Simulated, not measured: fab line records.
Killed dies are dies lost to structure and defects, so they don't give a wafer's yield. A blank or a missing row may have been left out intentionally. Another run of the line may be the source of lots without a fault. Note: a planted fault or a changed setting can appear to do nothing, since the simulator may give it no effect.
fab line records    flow berkeleyCmos170    part 1 of 2: steps 1 to 24 of 33
[record] lots = 5  wafers = 15  lastDay = 13
route steps=331 shown CONTACT@226 M1@238 V1@254
lots with no fault: from the same line, run without faults
startH: hours from the record's first day to the start of the lot's first wafer shown    waitH: how many hours have passed since the lot's step before this one    " the same as in the row above    L1.1+2: a row that stands for several wafers    - value missing, or start not given    * or withheld: withheld    < > ~ a bound
route shown NAME@n: NAME is a module with steps in the file, n the number in the route of the first one    usual: average and standard deviation across the fault-free wafers    same: alike in all rows    chamber/n: place in a boat    sites: readings site by site    _std_site: the values' standard deviation    _edge_site: the outer-site mean with the inner-site mean subtracted    radiusMm: for every site, how far away it sits from the centre of the wafer    mask NAME#n: copy n    behind: tool/chamber where the wafer was last shaped    hold: cause of the lot's hold/its duration in hours/its outcome    device: the transistor (n, p or np) that didn't switch    end of line: tests of these same wafers at the route's end    where a step has no rows: the recipe by itself    killed: dies that structure and defects cost at the first sort, which is not the same as the wafer's yield    map: shows each die of a wafer: x if killed, . if not, _ if none is there
set.NAME: the setting the step ran with; set.NAME@STEP: the setting that earlier step ran with    model.NAME: the simulator's own value behind a step, which no gauge read
lots seen at some steps along the route; tables by step, rows by wafer
services: the hour from which a tool's chamber was out of use, counted from the record's first day as startH (under 0 if before that day), plus the number of hours and why
[[steps]]
[step UCB170_CONTACT_COAT_10]
[recipe] resist = KrF  spinRpm = 1500  resistThkNm = 900
[usual] chillPlateTempC = 23.00/0.098
lot.wafer  tool           chamber  startH  waitH  chillPlateTempC
L074.3     lithoTrack-02  0        -       -      22.99
L074.4     "              0        "       "      23.00
L074.5     "              0        "       "      23.17
L076.1     lithoTrack-03  0        -       -      22.90
L076.4     "              0        "       "      22.83
L076.6     "              0        "       "      22.93
L086.2     lithoTrack-03  0        -       -      22.82
L086.3     "              0        "       "      23.01
L086.6     "              0        "       "      23.00
L096.1     lithoTrack-01  0        -       -      23.00
L096.3     "              0        "       "      23.01
L096.4     "              0        "       "      22.95
L095.1     lithoTrack-01  0        -       -      23.01
L095.4     "              0        "       "      23.10
L095.5     "              0        "       "      22.86
[step UCB170_CONTACT_SOFTBAKE_11]
[recipe] resist = KrF  tempC = 130  timeS = 60
[usual] chillPlateTempC = 23.01/0.11
lot.wafer  tool           chamber  startH  waitH  chillPlateTempC
L074.3     lithoTrack-02  0        -       -      23.07
L074.4     "              0        "       "      23.06
L074.5     "              0        "       "      22.91
L076.1     lithoTrack-03  0        -       -      22.98
L076.4     "              0        "       "      22.90
L076.6     "              0        "       "      23.03
L086.2     lithoTrack-03  0        -       -      22.99
L086.3     "              0        "       "      23.19
L086.6     "              0        "       "      23.02
L096.1     lithoTrack-01  0        -       -      22.87
L096.3     "              0        "       "      22.83
L096.4     "              0        "       "      22.87
L095.1     lithoTrack-01  0        -       -      23.13
L095.4     "              0        "       "      23.17
L095.5     "              0        "       "      22.97
[step UCB170_CONTACT_EXPOSE_12]
[recipe] maskId = CONT  targetCdNm = 700  na = 0.5  sigmaOuter = 0.6  sourceShape = conventional  doseMj = 35
[usual] stageVelMmS = 499.99/0.26
lot.wafer  tool           chamber  startH  waitH  mask    stageVelMmS
L074.3     krfScanner-01  0        160.57  -      CONT#0  499.97
L074.4     "              0        "       "      CONT#0  499.91
L074.5     "              0        "       "      CONT#0  499.86
L076.1     krfScanner-01  0        178.90  -      CONT#0  499.93
L076.4     "              0        "       "      CONT#0  499.78
L076.6     "              0        "       "      CONT#0  500.12
L086.2     krfScanner-01  0        224.29  -      CONT#0  499.80
L086.3     "              0        "       "      CONT#0  500.06
L086.6     "              0        "       "      CONT#0  499.93
L096.1     krfScanner-01  0        295.95  -      CONT#0  500.09
L096.3     "              0        "       "      CONT#0  500.18
L096.4     "              0        "       "      CONT#0  499.89
L095.1     krfScanner-01  0        296.64  -      CONT#0  499.96
L095.4     "              0        "       "      CONT#0  500.29
L095.5     "              0        "       "      CONT#0  500.24
[step UCB170_CONTACT_PEB_13]
[recipe] pebTempC = 130  pebTimeS = withheld  resist = KrF
[usual] chillPlateTempC = 23.01/0.095
lot.wafer  tool           chamber  startH  waitH  chillPlateTempC
L074.3     lithoTrack-01  0        160.69  0.1    23.06
L074.4     "              0        "       "      23.01
L074.5     "              0        "       "      23.03
L076.1     lithoTrack-02  0        179.01  0.1    22.99
L076.4     "              0        "       "      23.13
L076.6     "              0        "       "      23.04
L086.2     lithoTrack-02  0        224.95  0.6    22.87
L086.3     "              0        "       "      22.87
L086.6     "              0        "       "      23.14
L096.1     lithoTrack-03  0        296.48  0.5    23.16
L096.3     "              0        "       "      23.06
L096.4     "              0        "       "      23.17
L095.1     lithoTrack-02  0        297.03  0.4    23.07
L095.4     "              0        "       "      22.96
L095.5     "              0        "       "      23.01
[step UCB170_CONTACT_DEVELOP_14]
[recipe] developer = TMAH  developTimeS = 45  resist = KrF  devTempC = 21
[usual] chillPlateTempC = 23.02/0.11
lot.wafer  tool           chamber  startH  waitH  chillPlateTempC
L074.3     lithoTrack-01  0        -       -      22.98
L074.4     "              0        "       "      23.02
L074.5     "              0        "       "      22.89
L076.1     lithoTrack-02  0        -       -      22.91
L076.4     "              0        "       "      22.98
L076.6     "              0        "       "      23.07
L086.2     lithoTrack-02  0        -       -      23.20
L086.3     "              0        "       "      23.10
L086.6     "              0        "       "      23.07
L096.1     lithoTrack-03  0        -       -      22.97
L096.3     "              0        "       "      22.91
L096.4     "              0        "       "      23.22
L095.1     lithoTrack-02  0        -       -      23.04
L095.4     "              0        "       "      23.22
L095.5     "              0        "       "      22.86
[step UCB170_CONTACT_CD_MEAS_15]
[recipe] targetCdNm = 700
[usual] cdNm = 699.5/1.6
lot.wafer  tool      chamber  startH  waitH  cdNm
L074.3     cdSem-01  -        160.96  -      699.5
L074.4     "         -        "       "      700.2
L074.5     "         -        "       "      699.7
L076.1     cdSem-01  -        179.29  -      696.3
L076.4     "         -        "       "      696.4
L076.6     "         -        "       "      695.9
L086.2     cdSem-01  -        225.22  -      698.0
L086.3     "         -        "       "      698.7
L086.6     "         -        "       "      696.4
L096.1     cdSem-01  -        296.88  -      701.5
L096.3     "         -        "       "      699.6
L096.4     "         -        "       "      700.4
L095.1     cdSem-01  -        297.51  -      700.3
L095.4     "         -        "       "      699.9
L095.5     "         -        "       "      700.7
[step UCB170_CONTACT_OVL_MEAS_16]
[usual] CONTACT_OVL = 0/5.9
lot.wafer  tool        chamber  startH  waitH  CONTACT_OVL[nm]
L074.3     overlay-01  -        161.05  0.1    -6
L074.4     "           -        "       "      -5
L074.5     "           -        "       "      -2
L076.1     overlay-02  -        179.41  0.1    -1
L076.4     "           -        "       "      5
L076.6     "           -        "       "      5
L086.2     overlay-02  -        225.32  0.1    1
L086.3     "           -        "       "      -2
L086.6     "           -        "       "      5
L096.1     overlay-02  -        297.00  0.1    0
L096.3     "           -        "       "      0
L096.4     "           -        "       "      -9
L095.1     overlay-01  -        297.63  0.1    -6
L095.4     "           -        "       "      -9
L095.5     "           -        "       "      -4
[step UCB170_CONTACT_ETCH_17]
[recipe] chemistry = N2/H2  targetDepthA = withheld  overetchA = withheld  target = BARC  timeS = withheld  sourceW = 500  biasW = 100  pressureMtorr = 30  n2FlowSccm = 100  h2FlowSccm = 200
[usual] biasW = 99.99/0.28  drypumpMotorCurrentA = 5.6/0.51  h2FlowSccm = 200.0/0.6  oesProductAu = 1.005/0.02  throttleValvePct = 13.30/0.096
lot.wafer  tool        chamber  startH  waitH  biasW   drypumpMotorCurrentA  h2FlowSccm  oesProductAu  throttleValvePct
L074.3     rieDiel-04  1        161.07  0.0    100.16  6.3                   200.3       0.994         13.32
L074.4     "           2        "       "      100.02  5.2                   200.3       1.042         13.26
L074.5     "           0        "       "      99.90   6.0                   200.2       1.053         13.15
L076.1     rieDiel-04  2        179.45  0.0    99.89   5.2                   200.0       1.050         13.26
L076.4     "           0        "       "      99.90   6.0                   199.4       1.048         13.15
L076.6     "           3        "       "      100.35  6.1                   200.2       1.005         13.24
L086.2     rieDiel-04  3        225.35  0.0    100.19  6.1                   200.0       0.996         13.22
L086.3     "           1        "       "      99.38   6.3                   200.1       0.999         13.31
L086.6     "           0        "       "      100.31  6.0                   200.2       1.048         13.17
L096.1     rieDiel-02  2        297.03  0.0    100.04  6.7                   200.1       0.985         13.33
L096.3     "           1        "       "      99.98   5.1                   200.0       0.993         13.31
L096.4     "           3        "       "      100.17  6.2                   200.4       0.978         13.29
L095.1     rieDiel-02  0        297.67  0.0    100.23  5.3                   200.1       0.992         13.44
L095.4     "           2        "       "      100.58  6.8                   201.2       0.985         13.33
L095.5     "           1        "       "      99.80   5.1                   199.4       0.998         13.29
[step UCB170_CONTACT_ETCH_18]
[recipe] chemistry = CHF3/CF4/Ar  target = PSG  stopOn = TiSi2  CHF3_flow_sccm = 45  cf4FlowSccm = 15  Ar_flow_sccm = 150  pressureMtorr = 200  rfW = 700  targetDepthA = 8400  overEtchFrac = 0.2  timeS = 195
[usual] drypumpMotorCurrentA = 5.6/0.51  oesProductAu = 0.891/0.018  throttleValvePct = 6.90/0.074
lot.wafer  tool        chamber  startH  waitH  drypumpMotorCurrentA  oesProductAu  rfHoursCounterH  throttleValvePct
L074.3     rieDiel-04  1        -       -      6.3                   0.890         130              6.92
L074.4     "           2        "       "      5.2                   0.918         -                6.85
L074.5     "           0        "       "      6.0                   0.921         -                6.87
L076.1     rieDiel-04  2        -       -      5.2                   0.919         34               6.86
L076.4     "           0        "       "      6.0                   0.918         134              6.85
L076.6     "           3        "       "      6.1                   0.894         -                6.92
L086.2     rieDiel-04  3        -       -      6.1                   0.900         107              6.91
L086.3     "           1        "       "      6.3                   0.895         134              6.94
L086.6     "           0        "       "      6.0                   0.919         -                6.86
L096.1     rieDiel-02  2        -       -      6.8                   0.882         111              6.92
L096.3     "           1        "       "      5.1                   0.890         23               6.94
L096.4     "           3        "       "      6.2                   0.865         25               6.86
L095.1     rieDiel-02  0        -       -      5.3                   0.875         18               7.04
L095.4     "           2        "       "      6.8                   0.889         111              6.90
L095.5     "           1        "       "      5.1                   0.898         -                6.93
[step UCB170_CONTACT_STRIP_19]
[recipe] chemistry = O2  powerW = 400  pressureMtorr = 3500  platenTempC = withheld  o2FlowSccm = 400  overashFraction = 0.5
[usual] drypumpMotorCurrentA = 5.8/0.75  oesProductAu = 0.725/0.005
lot.wafer  tool            chamber  startH  waitH  drypumpMotorCurrentA  oesProductAu  rfHoursCounterH
L074.3     plasmaAsher-03  0        161.27  -      6.3                   0.725         -
L074.4     "               1        "       "      4.7                   0.724         -
L074.5     "               0        "       "      6.3                   0.729         -
L076.1     plasmaAsher-04  0        179.61  -      5.0                   0.722         51
L076.4     "               1        "       "      6.6                   0.718         -
L076.6     "               0        "       "      5.0                   0.721         -
L086.2     plasmaAsher-02  1        225.52  -      5.6                   0.730         45
L086.3     "               0        "       "      6.5                   0.720         -
L086.6     "               1        "       "      5.6                   0.723         -
L096.1     plasmaAsher-04  0        297.20  -      5.0                   0.720         64
L096.3     "               1        "       "      6.6                   0.727         -
L096.4     "               0        "       "      5.0                   0.725         -
L095.1     plasmaAsher-03  0        297.83  -      6.3                   0.726         19
L095.4     "               1        "       "      4.8                   0.728         -
L095.5     "               1        "       "      4.8                   0.728         -
[step UCB170_CONTACT_CD_MEAS_90]
[recipe] targetCdNm = 700
[usual] cdNm = 699.7/1.6
lot.wafer  tool      chamber  startH  waitH  cdNm
L074.3     cdSem-01  -        161.38  0.1    699.6
L074.4     "         -        "       "      700.3
L074.5     "         -        "       "      699.8
L076.1     cdSem-01  -        179.82  0.2    696.7
L076.4     "         -        "       "      696.3
L076.6     "         -        "       "      697.4
L086.2     cdSem-01  -        225.73  0.2    698.4
L086.3     "         -        "       "      699.9
L086.6     "         -        "       "      697.5
L096.1     cdSem-01  -        297.39  0.2    701.1
L096.3     "         -        "       "      698.8
L096.4     "         -        "       "      701.2
L095.1     cdSem-01  -        298.11  0.2    700.3
L095.4     "         -        "       "      699.8
L095.5     "         -        "       "      700.6
[step UCB170_CONTACT_CLEAN_20]
[recipe] chemistry = SPM  tempC = 120  timeS = 600
lot.wafer   tool         chamber  startH  waitH
L074.3+4+5  wetBench-03  1        161.46  0.1
L076.1+4+6  wetBench-01  3        179.94  0.1
L086.2+3+6  wetBench-03  3        225.83  0.1
L096.1+3+4  wetBench-01  2        297.51  0.1
L095.1+4+5  wetBench-03  3        298.23  0.1
[step UCB170_M1_SPUTTER_00]
[recipe] material = Al  targetThkNm = 600  timeS = 80  powerW = 6000  chamberPressurePa = 0.5
[usual] throttleValvePct = 29.9/1.3
lot.wafer  tool           chamber  startH  waitH  throttleValvePct
L074.3     pvdSputter-04  -        161.64  0.0    30.1
L074.4     "              -        "       "      29.4
L074.5     "              -        "       "      30.6
L076.1     pvdSputter-01  -        180.13  0.0    30.8
L076.4     "              -        "       "      29.3
L076.6     "              -        "       "      29.5
L086.2     pvdSputter-01  -        226.01  0.0    29.1
L086.3     "              -        "       "      30.8
L086.6     "              -        "       "      30.7
L096.1     pvdSputter-03  -        297.70  0.0    28.3
L096.3     "              -        "       "      32.5
L096.4     "              -        "       "      28.1
L095.1     pvdSputter-03  -        298.41  0.0    32.7
L095.4     "              -        "       "      28.3
L095.5     "              -        "       "      28.6
[step UCB170_M1_RS_MEAS_01]
[recipe] thkMeasGauge = four-point-probe  reads = Al_of_M1_SPUTTER_00
[usual] M1_AL_RS = 0.0484/0.00067
lot.wafer  tool          chamber  startH  waitH  M1_AL_RS[ohm/sq]
L074.3     filmMetro-02  -        161.74  0.1    0.0485
L074.4     "             -        "       "      0.0480
L074.5     "             -        "       "      0.0481
L076.1     filmMetro-04  -        180.19  0.0    0.0489
L076.4     "             -        "       "      0.0483
L076.6     "             -        "       "      0.0489
L086.2     filmMetro-01  -        226.09  0.1    0.0474
L086.3     "             -        "       "      0.0482
L086.6     "             -        "       "      0.0480
L096.1     filmMetro-01  -        297.76  0.0    0.0477
L096.3     "             -        "       "      0.0481
L096.4     "             -        "       "      0.0484
L095.1     filmMetro-01  -        298.47  0.0    0.0492
L095.4     "             -        "       "      0.0492
L095.5     "             -        "       "      0.0497
[step UCB170_M1_THK_MEAS_02]
[recipe] thkMeasGauge = xrf  reads = Al_of_M1_SPUTTER_00
[usual] M1_AL_THK = 604/8.8
lot.wafer  tool          chamber  startH  waitH  M1_AL_THK[nm]
L074.3     filmMetro-02  -        161.84  0.1    604
L074.4     "             -        "       "      610
L074.5     "             -        "       "      606
L076.1     filmMetro-04  -        180.31  0.1    590
L076.4     "             -        "       "      599
L076.6     "             -        "       "      593
L086.2     filmMetro-01  -        226.20  0.1    615
L086.3     "             -        "       "      608
L086.6     "             -        "       "      611
L096.1     filmMetro-01  -        297.88  0.1    609
L096.3     "             -        "       "      604
L096.4     "             -        "       "      602
L095.1     filmMetro-01  -        298.59  0.1    593
L095.4     "             -        "       "      590
L095.5     "             -        "       "      588
[step UCB170_M1_COAT_03]
[recipe] resist = BARC  tempC = withheld  timeS = withheld  spinRpm = 3000  resistThkNm = withheld
[usual] chillPlateTempC = *
lot.wafer  tool           chamber  startH  waitH  chillPlateTempC
L074.3     lithoTrack-01  0        162.32  0.5    *
L074.4     "              0        "       "      *
L074.5     "              0        "       "      *
L076.1     lithoTrack-01  0        180.37  0.1    *
L076.4     "              0        "       "      *
L076.6     "              0        "       "      *
L086.2     lithoTrack-04  0        226.28  0.1    *
L086.3     "              0        "       "      *
L086.6     "              0        "       "      *
L096.1     lithoTrack-04  0        297.94  0.1    *
L096.3     "              0        "       "      *
L096.4     "              0        "       "      *
L095.1     lithoTrack-04  0        298.78  0.2    *
L095.4     "              0        "       "      *
L095.5     "              0        "       "      *
[step UCB170_M1_COAT_04]
[recipe] resist = KrF  spinRpm = 1500  resistThkNm = 900
[usual] chillPlateTempC = 23.02/0.097
lot.wafer  tool           chamber  startH  waitH  chillPlateTempC
L074.3     lithoTrack-01  0        -       -      22.90
L074.4     "              0        "       "      23.00
L074.5     "              0        "       "      22.94
L076.1     lithoTrack-01  0        -       -      22.91
L076.4     "              0        "       "      22.85
L076.6     "              0        "       "      22.78
L086.2     lithoTrack-04  0        -       -      23.05
L086.3     "              0        "       "      22.96
L086.6     "              0        "       "      22.98
L096.1     lithoTrack-04  0        -       -      23.23
L096.3     "              0        "       "      23.22
L096.4     "              0        "       "      23.17
L095.1     lithoTrack-04  0        -       -      23.02
L095.4     "              0        "       "      23.04
L095.5     "              0        "       "      23.02
[step UCB170_M1_SOFTBAKE_05]
[recipe] resist = KrF  tempC = 130  timeS = 60
[usual] chillPlateTempC = 23.01/0.12
lot.wafer  tool           chamber  startH  waitH  chillPlateTempC
L074.3     lithoTrack-01  0        -       -      23.03
L074.4     "              0        "       "      22.96
L074.5     "              0        "       "      23.15
L076.1     lithoTrack-01  0        -       -      22.99
L076.4     "              0        "       "      23.01
L076.6     "              0        "       "      23.01
L086.2     lithoTrack-04  0        -       -      23.05
L086.3     "              0        "       "      23.14
L086.6     "              0        "       "      23.08
L096.1     lithoTrack-04  0        -       -      22.85
L096.3     "              0        "       "      22.97
L096.4     "              0        "       "      22.99
L095.1     lithoTrack-04  0        -       -      23.06
L095.4     "              0        "       "      23.16
L095.5     "              0        "       "      23.05
[step UCB170_M1_EXPOSE_06]
[recipe] maskId = METAL1  targetCdNm = 700  na = 0.5  sigmaOuter = 0.6  sourceShape = conventional  doseMj = 21
[usual] stageVelMmS = 499.95/0.29
lot.wafer  tool           chamber  startH  waitH  mask      stageVelMmS
L074.3     krfScanner-01  0        162.76  -      METAL1#0  500.28
L074.4     "              0        "       "      METAL1#0  500.39
L074.5     "              0        "       "      METAL1#0  500.28
L076.1     krfScanner-01  0        180.95  -      METAL1#0  499.60
L076.4     "              0        "       "      METAL1#0  500.18
L076.6     "              0        "       "      METAL1#0  500.35
L086.2     krfScanner-02  0        226.72  -      METAL1#0  499.58
L086.3     "              0        "       "      METAL1#0  499.80
L086.6     "              0        "       "      METAL1#0  500.23
L096.1     krfScanner-01  0        298.39  -      METAL1#0  499.97
L096.3     "              0        "       "      METAL1#0  500.44
L096.4     "              0        "       "      METAL1#0  499.95
L095.1     krfScanner-02  0        299.32  -      METAL1#0  499.71
L095.4     "              0        "       "      METAL1#0  500.10
L095.5     "              0        "       "      METAL1#0  499.80
[step UCB170_M1_PEB_07]
[recipe] pebTempC = 130  pebTimeS = withheld  resist = KrF
[usual] chillPlateTempC = 22.98/0.11
lot.wafer  tool           chamber  startH  waitH  chillPlateTempC
L074.3     lithoTrack-04  0        162.97  0.2    22.88
L074.4     "              0        "       "      22.79
L074.5     "              0        "       "      22.94
L076.1     lithoTrack-02  0        181.06  0.1    23.02
L076.4     "              0        "       "      22.97
L076.6     "              0        "       "      22.91
L086.2     lithoTrack-04  0        226.84  0.1    23.09
L086.3     "              0        "       "      22.99
L086.6     "              0        "       "      23.07
L096.1     lithoTrack-04  0        298.51  0.1    22.97
L096.3     "              0        "       "      23.00
L096.4     "              0        "       "      22.78
L095.1     lithoTrack-04  0        299.51  0.2    23.05
L095.4     "              0        "       "      22.89
L095.5     "              0        "       "      22.98
[step UCB170_M1_DEVELOP_08]
[recipe] developer = TMAH  developTimeS = 45  resist = KrF  devTempC = 21
[usual] chillPlateTempC = 23.03/0.1
lot.wafer  tool           chamber  startH  waitH  chillPlateTempC
L074.3     lithoTrack-04  0        -       -      22.91
L074.4     "              0        "       "      23.15
L074.5     "              0        "       "      23.12
L076.1     lithoTrack-02  0        -       -      22.89
L076.4     "              0        "       "      22.90
L076.6     "              0        "       "      23.04
L086.2     lithoTrack-04  0        -       -      22.97
L086.3     "              0        "       "      23.02
L086.6     "              0        "       "      23.11
L096.1     lithoTrack-04  0        -       -      22.88
L096.3     "              0        "       "      23.16
L096.4     "              0        "       "      22.92
L095.1     lithoTrack-04  0        -       -      23.10
L095.4     "              0        "       "      22.94
L095.5     "              0        "       "      23.00
[step UCB170_M1_CD_MEAS_09]
[recipe] targetCdNm = 700
[usual] cdNm = 699.9/1.4
lot.wafer  tool      chamber  startH  waitH  cdNm
L074.3     cdSem-01  -        163.23  -      701.8
L074.4     "         -        "       "      700.3
L074.5     "         -        "       "      700.1
L076.1     cdSem-01  -        181.78  -      697.1
L076.4     "         -        "       "      698.8
L076.6     "         -        "       "      697.9
L086.2     cdSem-01  -        227.11  -      699.1
L086.3     "         -        "       "      699.7
L086.6     "         -        "       "      700.2
L096.1     cdSem-01  -        298.78  -      696.8
L096.3     "         -        "       "      696.2
L096.4     "         -        "       "      696.4
L095.1     cdSem-01  -        300.08  -      700.2
L095.4     "         -        "       "      699.9
L095.5     "         -        "       "      698.6
[step UCB170_M1_OVL_MEAS_10]
[usual] M1_OVL = 1/6
lot.wafer  tool        chamber  startH  waitH  M1_OVL[nm]
L074.3     overlay-02  -        163.33  0.1    0
L074.4     "           -        "       "      -2
L074.5     "           -        "       "      -7
L076.1     overlay-02  -        181.90  0.1    4
L076.4     "           -        "       "      -4
L076.6     "           -        "       "      3
L086.2     overlay-01  -        227.22  0.1    -2
L086.3     "           -        "       "      -8
L086.6     "           -        "       "      -3
L096.1     overlay-01  -        298.90  0.1    5
L096.3     "           -        "       "      7
L096.4     "           -        "       "      13
L095.1     overlay-01  -        300.20  0.1    -1
L095.4     "           -        "       "      2
L095.5     "           -        "       "      5
[step UCB170_M1_ETCH_11]
[recipe] chemistry = N2/H2  targetDepthA = withheld  overetchA = withheld  target = BARC  timeS = withheld  sourceW = 500  biasW = 100  pressureMtorr = 30  n2FlowSccm = 100  h2FlowSccm = 200
[usual] biasW = 100.0/0.33  drypumpMotorCurrentA = 5.5/0.51  h2FlowSccm = 200.0/0.6  oesProductAu = 1.010/0.02  throttleValvePct = 13.23/0.17
lot.wafer  tool        chamber  startH  waitH  biasW  drypumpMotorCurrentA  h2FlowSccm  oesProductAu  throttleValvePct
L074.3     rieDiel-01  3        163.35  0.0    100.1  5.1                   198.9       1.005         13.27
L074.4     "           2        "       "      100.2  5.8                   199.4       0.994         13.16
L074.5     "           1        "       "      100.5  5.3                   200.0       0.966         13.37
L076.1     rieDiel-04  2        181.94  0.0    100.2  5.2                   198.9       1.043         13.27
L076.4     "           0        "       "      100.2  5.9                   200.1       1.044         13.16
L076.6     "           0        "       "      99.9   6.0                   200.8       1.052         13.15
L086.2     rieDiel-03  1        227.25  0.0    99.8   4.8                   200.3       1.030         12.87
L086.3     "           2        "       "      99.7   6.0                   199.6       0.997         13.21
L086.6     "           0        "       "      99.7   4.9                   199.7       1.016         13.44
L096.1     rieDiel-01  3        298.94  0.0    100.2  5.1                   200.1       0.997         13.27
L096.3     "           0        "       "      100.7  5.3                   201.8       1.012         13.47
L096.4     "           2        "       "      99.8   5.8                   198.8       1.001         13.16
L095.1     rieDiel-03  2        300.23  0.0    100.1  6.0                   200.8       1.008         13.20
L095.4     "           2        "       "      100.1  6.0                   200.4       1.004         13.20
L095.5     "           0        "       "      99.6   5.0                   198.9       1.016         13.43
